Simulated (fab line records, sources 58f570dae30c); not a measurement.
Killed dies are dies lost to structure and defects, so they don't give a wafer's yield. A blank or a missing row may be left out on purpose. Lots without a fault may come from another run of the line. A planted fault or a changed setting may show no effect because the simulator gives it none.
Split-lot experiment | flow berkeley_cmos170 | 5 lots, 23 wafers read, on a route of 331 steps

THE SPLIT
At UCB170_NWELL_IMPLANT_14, the setting energy_kev was moved away from the recipe's 150 on 9 of the 23 wafers read, by -5.5% to -1.5%. The other wafers ran this setting at the recipe's value.

The reading is taken at the split's own step.

THE READING
implant.drp_nm (the simulator's own value, which no gauge read), in nm, at UCB170_NWELL_IMPLANT_14. The file gives no usual value for it.

wafer  | tool, chamber at the split | energy_kev as run | against the recipe | implant.drp_nm, nm | against lot-mates on the recipe
L074.2 | implanter-01, 0            | 150               | recipe             | 62.72              | -
L074.4 | implanter-01, 0            | 150               | recipe             | 62.72              | -
L074.6 | implanter-01, 0            | 150               | recipe             | 62.72              | -
L074.3 | implanter-01, 0            | 146.6             | -2.3%              | 61.62              | -1.10
L074.5 | implanter-01, 0            | 146.6             | -2.3%              | 61.62              | -1.10
L075.2 | implanter-04, 0            | 150               | recipe             | 62.72              | -
L075.3 | implanter-04, 0            | 150               | recipe             | 62.72              | -
L075.4 | implanter-04, 0            | 150               | recipe             | 62.72              | -
L078.1 | implanter-01, 0            | 150               | recipe             | 62.72              | -
L078.4 | implanter-01, 0            | 150               | recipe             | 62.72              | -
L078.2 | implanter-01, 0            | 141.9             | -5.4%              | 60.05              | -2.67
L078.3 | implanter-01, 0            | 141.9             | -5.4%              | 60.05              | -2.67
L078.6 | implanter-01, 0            | 141.9             | -5.4%              | 60.05              | -2.67
L081.1 | implanter-02, 0            | 141.8             | -5.5%              | 60.02              | -2.70
L081.6 | implanter-02, 0            | 141.8             | -5.5%              | 60.02              | -2.70
L081.2 | implanter-02, 0            | 150               | recipe             | 62.72              | -
L081.3 | implanter-02, 0            | 150               | recipe             | 62.72              | -
L081.4 | implanter-02, 0            | 150               | recipe             | 62.72              | -
L080.1 | implanter-01, 0            | 150               | recipe             | 62.72              | -
L080.3 | implanter-01, 0            | 150               | recipe             | 62.72              | -
L080.5 | implanter-01, 0            | 150               | recipe             | 62.72              | -
L080.2 | implanter-01, 0            | 147.7             | -1.5%              | 61.98              | -0.74
L080.4 | implanter-01, 0            | 147.7             | -1.5%              | 61.98              | -0.74

THE FIT
A straight line over all 23 wafers: implant.drp_nm changes by +0.494 nm for each +1% of energy_kev; r = +1.00; the points scatter about the line by 0.0076 nm.
The same after taking each lot's own level away (the mean of its wafers on the recipe; 23 wafers): +0.494 nm for each +1%; r = +1.00; scatter 0.0076 nm.
On that fit, the largest move of energy_kev shifts the reading by 2.7 nm.
The lots' own levels span 62.720 to 62.720 nm.
So the lot-to-lot level changes the slope little: the two slopes agree.
Check: with one of the wafers moved furthest among these (-5.5%) left out of the fit, the line predicts -2.7 nm for it against its lot-mates. It came out at -2.7 nm against them.

OTHER SPLITS ON THESE WAFERS
These wafers also went through other splits before the reading. Each is held against what the fit with the lots' levels taken away leaves over:
other split on the same wafers   | wafers away from the commonest value | r with implant.drp_nm (lot level and that fit taken away)
UCB170_START_OXIDATION_02 temp_c | 10                                   | -0.39
UCB170_ZERO_COAT_01 spin_rpm     | 10                                   | -0.06

THE WHOLE CHAIN: every reading that the file lists as answering this split, in the file's order
step                    | what it does | reading                                                         | change (the file's fit)               | r (the file's)
UCB170_NWELL_IMPLANT_14 |              | implant.rp_nm (the simulator's own value, which no gauge read)  | +1.92 nm for each +1% of the setting  | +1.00
UCB170_NWELL_IMPLANT_14 |              | implant.drp_nm (the simulator's own value, which no gauge read) | +0.494 nm for each +1% of the setting | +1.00

THE FILE'S OWN FIT
implant.drp_nm changes by +0.494 nm for each +1% of energy_kev, r = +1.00.
